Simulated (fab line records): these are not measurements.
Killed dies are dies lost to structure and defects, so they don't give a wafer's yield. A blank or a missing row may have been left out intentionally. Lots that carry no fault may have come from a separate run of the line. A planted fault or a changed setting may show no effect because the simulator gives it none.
Lot-split experiment :: flow berkeleyCmos170 :: on a route of 331 steps: 5 lots, 23 wafers read

## ABOUT THE SPLIT
At UCB170_PLDD_COAT_01 (resist thk 900 nm), the setting resistThkNm was moved away from the recipe's 900 nm on 8 of the 23 wafers read, by -4.2% to +5.0%. The other wafers ran this setting at the recipe's value.

The split's own step is where the reading is taken.

## THE READING
KrF_of_PLDD_COAT_01.thkNm (the simulator's own value, which no gauge read), in nm, at UCB170_PLDD_COAT_01 (resist thk 900 nm). There is no usual value for it anywhere in the file. The 15 wafers here that ran the recipe average 899.6 nm, standard deviation 2.9 nm.

wafer: L074.1
tool, chamber at the split: lithoTrack-02, 0
resistThkNm as run, nm: 900
against the recipe: recipe
KrF_of_PLDD_COAT_01.thkNm, nm: 903.9
against lot-mates on the recipe: -

wafer: L074.3
tool, chamber at the split: lithoTrack-02, 0
resistThkNm as run, nm: 900
against the recipe: recipe
KrF_of_PLDD_COAT_01.thkNm, nm: 902.3
against lot-mates on the recipe: -

wafer: L074.4
tool, chamber at the split: lithoTrack-02, 0
resistThkNm as run, nm: 900
against the recipe: recipe
KrF_of_PLDD_COAT_01.thkNm, nm: 901.5
against lot-mates on the recipe: -

wafer: L074.5
tool, chamber at the split: lithoTrack-02, 0
resistThkNm as run, nm: 900
against the recipe: recipe
KrF_of_PLDD_COAT_01.thkNm, nm: 904
against lot-mates on the recipe: -

wafer: L074.6
tool, chamber at the split: lithoTrack-02, 0
resistThkNm as run, nm: 900
against the recipe: recipe
KrF_of_PLDD_COAT_01.thkNm, nm: 902.7
against lot-mates on the recipe: -

wafer: L076.1
tool, chamber at the split: lithoTrack-01, 0
resistThkNm as run, nm: 900
against the recipe: recipe
KrF_of_PLDD_COAT_01.thkNm, nm: 897.6
against lot-mates on the recipe: -

wafer: L076.2
tool, chamber at the split: lithoTrack-01, 0
resistThkNm as run, nm: 900
against the recipe: recipe
KrF_of_PLDD_COAT_01.thkNm, nm: 898.4
against lot-mates on the recipe: -

wafer: L076.3
tool, chamber at the split: lithoTrack-01, 0
resistThkNm as run, nm: 900
against the recipe: recipe
KrF_of_PLDD_COAT_01.thkNm, nm: 900.4
against lot-mates on the recipe: -

wafer: L079.1
tool, chamber at the split: lithoTrack-01, 0
resistThkNm as run, nm: 900
against the recipe: recipe
KrF_of_PLDD_COAT_01.thkNm, nm: 899.3
against lot-mates on the recipe: -

wafer: L079.2
tool, chamber at the split: lithoTrack-01, 0
resistThkNm as run, nm: 862.4
against the recipe: -4.2%
KrF_of_PLDD_COAT_01.thkNm, nm: 862.4
against lot-mates on the recipe: -37.6

wafer: L079.4
tool, chamber at the split: lithoTrack-01, 0
resistThkNm as run, nm: 862.4
against the recipe: -4.2%
KrF_of_PLDD_COAT_01.thkNm, nm: 861.9
against lot-mates on the recipe: -38.1

wafer: L079.5
tool, chamber at the split: lithoTrack-01, 0
resistThkNm as run, nm: 862.4
against the recipe: -4.2%
KrF_of_PLDD_COAT_01.thkNm, nm: 861.1
against lot-mates on the recipe: -38.9

wafer: L079.6
tool, chamber at the split: lithoTrack-01, 0
resistThkNm as run, nm: 900
against the recipe: recipe
KrF_of_PLDD_COAT_01.thkNm, nm: 900.6
against lot-mates on the recipe: -

wafer: L077.1
tool, chamber at the split: lithoTrack-01, 0
resistThkNm as run, nm: 945.4
against the recipe: +5.0%
KrF_of_PLDD_COAT_01.thkNm, nm: 941.1
against lot-mates on the recipe: +45.4

wafer: L077.2
tool, chamber at the split: lithoTrack-01, 0
resistThkNm as run, nm: 900
against the recipe: recipe
KrF_of_PLDD_COAT_01.thkNm, nm: 897.6
against lot-mates on the recipe: -

wafer: L077.4
tool, chamber at the split: lithoTrack-01, 0
resistThkNm as run, nm: 900
against the recipe: recipe
KrF_of_PLDD_COAT_01.thkNm, nm: 893.5
against lot-mates on the recipe: -

wafer: L077.5
tool, chamber at the split: lithoTrack-01, 0
resistThkNm as run, nm: 945.4
against the recipe: +5.0%
KrF_of_PLDD_COAT_01.thkNm, nm: 941.3
against lot-mates on the recipe: +45.6

wafer: L077.6
tool, chamber at the split: lithoTrack-01, 0
resistThkNm as run, nm: 900
against the recipe: recipe
KrF_of_PLDD_COAT_01.thkNm, nm: 895.9
against lot-mates on the recipe: -

wafer: L083.1
tool, chamber at the split: lithoTrack-03, 0
resistThkNm as run, nm: 929.9
against the recipe: +3.3%
KrF_of_PLDD_COAT_01.thkNm, nm: 927.2
against lot-mates on the recipe: +29.1

wafer: L083.2
tool, chamber at the split: lithoTrack-03, 0
resistThkNm as run, nm: 929.9
against the recipe: +3.3%
KrF_of_PLDD_COAT_01.thkNm, nm: 927
against lot-mates on the recipe: +28.9

wafer: L083.3
tool, chamber at the split: lithoTrack-03, 0
resistThkNm as run, nm: 900
against the recipe: recipe
KrF_of_PLDD_COAT_01.thkNm, nm: 897.3
against lot-mates on the recipe: -

wafer: L083.5
tool, chamber at the split: lithoTrack-03, 0
resistThkNm as run, nm: 900
against the recipe: recipe
KrF_of_PLDD_COAT_01.thkNm, nm: 899
against lot-mates on the recipe: -

wafer: L083.6
tool, chamber at the split: lithoTrack-03, 0
resistThkNm as run, nm: 929.9
against the recipe: +3.3%
KrF_of_PLDD_COAT_01.thkNm, nm: 925.7
against lot-mates on the recipe: +27.6

FIT RESULTS
A straight line over all 23 wafers: KrF_of_PLDD_COAT_01.thkNm changes by +8.56 nm for each +1% of resistThkNm; r = +0.99; the points scatter about the line by 2.6 nm.
The same after taking each lot's own level away (the mean of its wafers on the recipe; 23 wafers): +8.97 nm for each +1%; r = +1.00; scatter 1.1 nm.
On that fit, the largest move of resistThkNm shifts the reading by 45 nm.
From 895.67 to 902.88 nm: that is the span of the lots' own levels, equal to 2.5 times the standard deviation above.
Hence the lot-to-lot level has little effect on the slope; both slopes agree.
Check: +44.9 nm against its lot-mates is what the line predicts for one of the wafers moved furthest among these (+5.0%) when that wafer is left out of the fit. Against them it came out at +45.4 nm.

## THE WHOLE CHAIN: every reading that the file lists as answering this split, in the file's order
step: UCB170_PLDD_COAT_01
what it does: resist thk 900 nm
reading: KrF_of_PLDD_COAT_01.thkNm (the simulator's own value, which no gauge read)
change (the file's fit): +8.96 nm for each +1% of the setting
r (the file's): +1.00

step: UCB170_PLDD_STRIP_10
what it does: strips in O2
reading: stripTimeToEndpointS
change (the file's fit): withheld for each +1% of the setting
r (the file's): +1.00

## THE FILE'S OWN FIT
KrF_of_PLDD_COAT_01.thkNm changes by +8.96 nm for each +1% of resistThkNm, r = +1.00.
